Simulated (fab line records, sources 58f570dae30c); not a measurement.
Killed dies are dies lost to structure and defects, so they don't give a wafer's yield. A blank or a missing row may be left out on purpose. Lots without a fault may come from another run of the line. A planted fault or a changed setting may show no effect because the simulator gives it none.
Chamber matching | flow berkeley_cmos170 | UCB170_M1_ETCH_11 on rie_diel-01: 4 sister chambers
The step etches BARC in N2/H2. 16 wafers are shown with their chamber, then 8 later ones without.

WAFERS WITH THEIR CHAMBER
wafer  | chamber | drypump_motor_current_A (A) | throttle_valve_pct (%) | oes_product_au (a.u.)
L457.1 | 0       | 5.5                         | 13.12                  | 0.977
L457.2 | 2       | 6.1                         | 13.29                  | 0.948
L457.4 | 3       | 5.1                         | 13.33                  | 1.005
L456.1 | 3       | 5.1                         | 13.32                  | 0.995
L456.3 | 0       | 5.5                         | 13.09                  | 0.972
L456.5 | 3       | 5.1                         | 13.31                  | 1.000
L460.2 | 3       | 5.1                         | 13.31                  | 1.001
L460.5 | 2       | 6.0                         | 13.30                  | 0.957
L460.6 | 3       | 5.1                         | 13.31                  | 1.011
L461.1 | 1       | 5.0                         | 13.35                  | 1.010
L461.3 | 3       | 5.1                         | 13.32                  | 1.023
L461.5 | 0       | 5.5                         | 13.10                  | 1.001
L466.2 | 3       | 5.1                         | 13.33                  | 1.013
L466.5 | 2       | 6.0                         | 13.29                  | 0.955
L466.6 | 3       | 5.1                         | 13.34                  | 1.008
L467.1 | 3       | 5.1                         | 13.32                  | 1.004

SIGNATURES (means of the wafers above)
reading                 | chamber 0 | chamber 1 | chamber 2 | chamber 3 | scatter within a chamber
drypump_motor_current_A | 5.500     | 5.000     | 6.033     | 5.100     | 0.0236
throttle_valve_pct      | 13.1033   | 13.3500   | 13.2933   | 13.3211   | 0.0109
oes_product_au          | 0.98333   | 1.01000   | 0.95333   | 1.00667   | 0.00947
Rule: a wafer's distance from a chamber is the root of the sum, over the readings, of the square of ((its reading less the chamber's mean) divided by the reading's scatter). The wafer belongs to the nearest chamber; if the next one is less than 2 further off, it can't be placed. The scatter: the root of (the sum of the squares of (reading less its chamber's mean) over the shown wafers, divided by (wafers less chambers)).

WAFERS WITHOUT THEIR CHAMBER
wafer  | drypump_motor_current_A (A) | throttle_valve_pct (%) | oes_product_au (a.u.)
L467.2 | 6.0                         | 13.28                  | 0.958
L467.4 | 5.1                         | 13.35                  | 1.029
L471.1 | 5.1                         | 13.33                  | 0.999
L471.2 | 5.1                         | 13.35                  | 1.006
L471.6 | 5.1                         | 13.32                  | 0.999
L479.1 | 5.1                         | 13.31                  | 0.994
L479.2 | 5.1                         | 13.34                  | 1.000
L479.5 | 6.0                         | 13.29                  | 0.968

WHICH CHAMBER EACH WENT THROUGH
wafer  | from the rows above     | in truth
L467.2 | 2                       | 2
L467.4 | can't be placed: 3 or 1 | 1
L471.1 | 3                       | 3
L471.2 | can't be placed: 3 or 1 | 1
L471.6 | 3                       | 3
L479.1 | 3                       | 3
L479.2 | 3                       | 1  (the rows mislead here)
L479.5 | 2                       | 2
Placed correctly: 5 of 8. Can't be placed from these rows: 2 (the true chamber is among the candidates in 2). Placed wrongly: 1.
